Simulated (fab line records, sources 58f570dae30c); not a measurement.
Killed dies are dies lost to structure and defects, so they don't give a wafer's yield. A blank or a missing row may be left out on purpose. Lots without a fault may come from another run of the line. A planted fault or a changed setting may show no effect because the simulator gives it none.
Which tool did it? | flow berkeley_cmos170 | 7 lots, 21 wafers sampled, at 4 steps of a route of 331

WHAT THE GAUGES READ, wafer by wafer
UCB170_PSD_TW_MEAS_10.
lot  | measured     | on            | PSD_TW
L658 | day 7 11:08  | film_metro-04 | 2322 2322 2324
L656 | day 7 11:34  | film_metro-04 | 2323 2328 2327
L660 | day 8 02:41  | film_metro-04 | 2302 2313 2319
L671 | day 9 21:07  | film_metro-04 | 2012 2016 2015
L670 | day 9 21:16  | film_metro-04 | 2018 2008 2011
L672 | day 10 04:02 | film_metro-02 | 2356 2328 2334
L674 | day 11 05:54 | film_metro-03 | 2366 2348 2365

WHICH TOOL RAN EACH LOT (tool, then ch and the chambers of the sampled wafers, then the start)
lot  | UCB170_GATE_ETCH_15              | UCB170_PSD_IMPLANT_08           | UCB170_PSD_STRIP_09
L658 | rie_si-02 ch 0,1,2, day 7 00:59  | implanter-04 ch 0, day 7 10:47  | plasma_asher-01 ch 0,1, day 7 10:54
L656 | rie_si-02 ch 0,1,2, day 7 01:26  | implanter-03 ch 0, day 7 11:19  | plasma_asher-01 ch 0,1, day 7 11:28
L660 | rie_si-01 ch 0,1,2, day 7 18:01  | implanter-02 ch 0, day 8 02:26  | plasma_asher-02 ch 0,1, day 8 02:35
L671 | rie_si-01 ch 2,3, day 9 06:34    | implanter-04 ch 0, day 9 20:53  | plasma_asher-02 ch 0,1, day 9 21:01
L670 | rie_si-01 ch 0,1,3, day 9 13:32  | implanter-04 ch 0, day 9 21:01  | plasma_asher-02 ch 1, day 9 21:10
L672 | rie_si-01 ch 0,1,3, day 9 13:51  | implanter-03 ch 0, day 10 03:49 | plasma_asher-01 ch 0,1, day 10 03:57
L674 | rie_si-01 ch 0,1,3, day 10 17:44 | implanter-02 ch 0, day 11 05:39 | plasma_asher-02 ch 0,1, day 11 05:48
- UCB170_GATE_ETCH_15: etches poly-Si in HBr/Cl2, stops on SiO2, time 56.3 s, target depth 278.2 nm.
- UCB170_PSD_IMPLANT_08
- UCB170_PSD_STRIP_09: strips in O2.

THE ANSWER, worked out from the rows above alone
Rule: what is usual is taken from the lots themselves. Put in order of their means at a reading, lots are off if they are a third of the lots or fewer, leave a main group of 4 or more, and stand apart from it by a gap of 3 or more times the standard deviation of the main group's means; of several such gaps the widest counts. A main group whose means are all the same, to the digits that the tables above print for the reading, isn't used. A lot without any number at a reading at which 4 lots or more have one is off too. The other lots that the step has rows for count as sound.
Off: L671, L670, at UCB170_PSD_TW_MEAS_10 (PSD_TW). The main group: mean 2332, standard deviation 17.
A tool fits if, at a process step before that reading, it ran every lot that is off, and no sound lot after the first of them. The gauges at UCB170_PSD_TW_MEAS_10 are tried like those tools. Can't be told from this: 2 tools fit, implanter-04 at UCB170_PSD_IMPLANT_08, film_metro-04 at UCB170_PSD_TW_MEAS_10.

WHAT THE SIMULATOR HAD PUT IN
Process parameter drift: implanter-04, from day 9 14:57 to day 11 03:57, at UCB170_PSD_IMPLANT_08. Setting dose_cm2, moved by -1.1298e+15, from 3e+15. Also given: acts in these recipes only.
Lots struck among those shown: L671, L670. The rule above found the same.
